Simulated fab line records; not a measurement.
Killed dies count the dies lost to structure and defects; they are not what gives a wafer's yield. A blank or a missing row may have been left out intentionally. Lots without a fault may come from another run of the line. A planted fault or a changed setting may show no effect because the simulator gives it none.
Shared-tool check :: flow berkeley_cmos170 :: Lots sampled 16, wafers sampled 48

WHY IT WAS OPENED
Of 16 lots, 4 have the reading GATE_POLY_THK flagged at UCB170_GATE_THK_MEAS_05. Fault-free wafers read 214.4 nm, with a standard deviation of 2.
Rule: a lot is flagged when every wafer of it that has a number lies more than 4 standard deviations from that mean, or none has a number. All remaining lots are regarded as sound.

lot: L312
measured: day 6 14:07
on: film_metro-04
GATE_POLY_THK (nm), wafer by wafer: 215.9 214.9 214.4
flag: 

lot: L313
measured: day 7 02:35
on: film_metro-03
GATE_POLY_THK (nm), wafer by wafer: 214.2 214.2 215.6
flag: 

lot: L316
measured: day 8 08:14
on: film_metro-03
GATE_POLY_THK (nm), wafer by wafer: 217.0 217.4 216.9
flag: 

lot: L314
measured: day 8 08:14
on: film_metro-04
GATE_POLY_THK (nm), wafer by wafer: 211.8 211.7 211.0
flag: 

lot: L315
measured: day 8 08:14
on: film_metro-01
GATE_POLY_THK (nm), wafer by wafer: 213.5 211.4 211.8
flag: 

lot: L318
measured: day 8 17:37
on: film_metro-01
GATE_POLY_THK (nm), wafer by wafer: 214.9 214.0 214.6
flag: 

lot: L319
measured: day 8 17:41
on: film_metro-01
GATE_POLY_THK (nm), wafer by wafer: 213.3 215.6 214.9
flag: 

lot: L317
measured: day 8 17:44
on: film_metro-04
GATE_POLY_THK (nm), wafer by wafer: 213.0 212.8 213.4
flag: 

lot: L321
measured: day 9 06:53
on: film_metro-01
GATE_POLY_THK (nm), wafer by wafer: 215.0 215.1 213.3
flag: 

lot: L320
measured: day 9 06:54
on: film_metro-03
GATE_POLY_THK (nm), wafer by wafer: 213.3 214.9 213.0
flag: 

lot: L322
measured: day 9 18:02
on: film_metro-03
GATE_POLY_THK (nm), wafer by wafer: 106.6 108.2 105.9
flag: FLAGGED

lot: L325
measured: day 9 18:03
on: film_metro-01
GATE_POLY_THK (nm), wafer by wafer: 108.8 109.1 109.3
flag: FLAGGED

lot: L323
measured: day 9 18:04
on: film_metro-04
GATE_POLY_THK (nm), wafer by wafer: 109.9 109.1 110.5
flag: FLAGGED

lot: L324
measured: day 9 18:06
on: film_metro-03
GATE_POLY_THK (nm), wafer by wafer: 108.8 109.8 110.3
flag: FLAGGED

lot: L326
measured: day 10 19:00
on: film_metro-04
GATE_POLY_THK (nm), wafer by wafer: 215.1 215.5 217.5
flag: 

lot: L335
measured: day 12 19:55
on: film_metro-01
GATE_POLY_THK (nm), wafer by wafer: 214.3 214.5 217.3
flag: 
The numbers of the flagged lots are 108.9 nm on average: -105.5 nm against the usual, or -53 standard deviations.

EACH LOT AND THE TOOL IT RAN ON
Before the reading, the record contains 2 process steps out of a 331-step route. In each cell: the tool, then ch and the chambers that the sampled wafers went through, then the start.
lot: L312
flag: 
UCB170_ACTIVE_STRIP_16: plasma_asher-03 ch 0,1, day 4 06:59
UCB170_GATE_CVD_04: lpcvd-01 ch 0, day 6 12:40

lot: L313
flag: 
UCB170_ACTIVE_STRIP_16: plasma_asher-01 ch 0,1, day 4 20:02
UCB170_GATE_CVD_04: lpcvd-02 ch 0, day 7 01:10

lot: L316
flag: 
UCB170_ACTIVE_STRIP_16: plasma_asher-02 ch 0,1, day 5 13:29
UCB170_GATE_CVD_04: lpcvd-02 ch 0, day 8 06:08

lot: L314
flag: 
UCB170_ACTIVE_STRIP_16: plasma_asher-01 ch 0,1, day 5 13:12
UCB170_GATE_CVD_04: lpcvd-02 ch 0, day 8 06:08

lot: L315
flag: 
UCB170_ACTIVE_STRIP_16: plasma_asher-01 ch 0,1, day 5 13:39
UCB170_GATE_CVD_04: lpcvd-02 ch 0, day 8 06:08

lot: L318
flag: 
UCB170_ACTIVE_STRIP_16: plasma_asher-01 ch 0,1, day 6 00:28
UCB170_GATE_CVD_04: lpcvd-02 ch 0, day 8 16:13

lot: L319
flag: 
UCB170_ACTIVE_STRIP_16: plasma_asher-03 ch 0,1, day 6 00:19
UCB170_GATE_CVD_04: lpcvd-02 ch 0, day 8 16:13

lot: L317
flag: 
UCB170_ACTIVE_STRIP_16: plasma_asher-02 ch 1, day 6 00:44
UCB170_GATE_CVD_04: lpcvd-02 ch 0, day 8 16:13

lot: L321
flag: 
UCB170_ACTIVE_STRIP_16: plasma_asher-02 ch 0,1, day 6 18:54
UCB170_GATE_CVD_04: lpcvd-01 ch 0, day 9 05:29

lot: L320
flag: 
UCB170_ACTIVE_STRIP_16: plasma_asher-03 ch 0,1, day 6 18:23
UCB170_GATE_CVD_04: lpcvd-01 ch 0, day 9 05:29

lot: L322
flag: FLAGGED
UCB170_ACTIVE_STRIP_16: plasma_asher-01 ch 0,1, day 7 03:05
UCB170_GATE_CVD_04: lpcvd-01 ch 0, day 9 16:38

lot: L325
flag: FLAGGED
UCB170_ACTIVE_STRIP_16: plasma_asher-02 ch 0,1, day 7 15:37
UCB170_GATE_CVD_04: lpcvd-01 ch 1, day 9 16:38

lot: L323
flag: FLAGGED
UCB170_ACTIVE_STRIP_16: plasma_asher-01 ch 0,1, day 7 15:58
UCB170_GATE_CVD_04: lpcvd-01 ch 0, day 9 16:38

lot: L324
flag: FLAGGED
UCB170_ACTIVE_STRIP_16: plasma_asher-03 ch 0,1, day 7 15:20
UCB170_GATE_CVD_04: lpcvd-01 ch 0, day 9 16:38

lot: L326
flag: 
UCB170_ACTIVE_STRIP_16: plasma_asher-02 ch 0,1, day 8 12:16
UCB170_GATE_CVD_04: lpcvd-02 ch 0, day 10 17:35

lot: L335
flag: 
UCB170_ACTIVE_STRIP_16: plasma_asher-01 ch 0,1, day 10 04:08
UCB170_GATE_CVD_04: lpcvd-01 ch 0, day 12 18:31
What is done by these steps:
- UCB170_ACTIVE_STRIP_16: strips in O2.
- UCB170_GATE_CVD_04: deposits poly-Si from SiH4, time 1440 s, target thk 214 nm.
- UCB170_GATE_THK_MEAS_05

FLAGGED AGAINST TOTAL, ONE TOOL AT A TIME (gauges that did the reading follow at the end)
step: UCB170_ACTIVE_STRIP_16
tool: plasma_asher-01
lots run: 7
flagged: 2
share of the flagged lots: some
sound lots run after its first flagged lot: 1 (L335)

step: UCB170_ACTIVE_STRIP_16
tool: plasma_asher-02
lots run: 5
flagged: 1
share of the flagged lots: some
sound lots run after its first flagged lot: 1 (L326)

step: UCB170_ACTIVE_STRIP_16
tool: plasma_asher-03
lots run: 4
flagged: 1
share of the flagged lots: some
sound lots run after its first flagged lot: 0

step: UCB170_GATE_CVD_04
tool: lpcvd-01
lots run: 8
flagged: 4
share of the flagged lots: all
sound lots run after its first flagged lot: 1 (L335)

step: UCB170_GATE_CVD_04
tool: lpcvd-02
lots run: 8
flagged: 0
share of the flagged lots: none
sound lots run after its first flagged lot: -

step: UCB170_GATE_THK_MEAS_05
tool: film_metro-01
lots run: 6
flagged: 1
share of the flagged lots: some
sound lots run after its first flagged lot: 1 (L335)

step: UCB170_GATE_THK_MEAS_05
tool: film_metro-03
lots run: 5
flagged: 2
share of the flagged lots: some
sound lots run after its first flagged lot: 0

step: UCB170_GATE_THK_MEAS_05
tool: film_metro-04
lots run: 5
flagged: 1
share of the flagged lots: some
sound lots run after its first flagged lot: 1 (L326)

WHAT THE TABLE PERMITS
In the table, 1 row covers all flagged lots: lpcvd-01 at UCB170_GATE_CVD_04.
- lpcvd-01 at UCB170_GATE_CVD_04: 4 of its 8 lots flagged. After the first flagged lot (L335), sound lots still ran on it; a lasting fault on the whole tool would not permit that. Its own readings lie more than 4 standard deviations out on every wafer of the flagged lots: sih4_flow_sccm.
None of the table's rows ran every flagged lot and, after the first, no sound lot.

WHAT HAD BEEN PUT IN BY THE SIMULATOR
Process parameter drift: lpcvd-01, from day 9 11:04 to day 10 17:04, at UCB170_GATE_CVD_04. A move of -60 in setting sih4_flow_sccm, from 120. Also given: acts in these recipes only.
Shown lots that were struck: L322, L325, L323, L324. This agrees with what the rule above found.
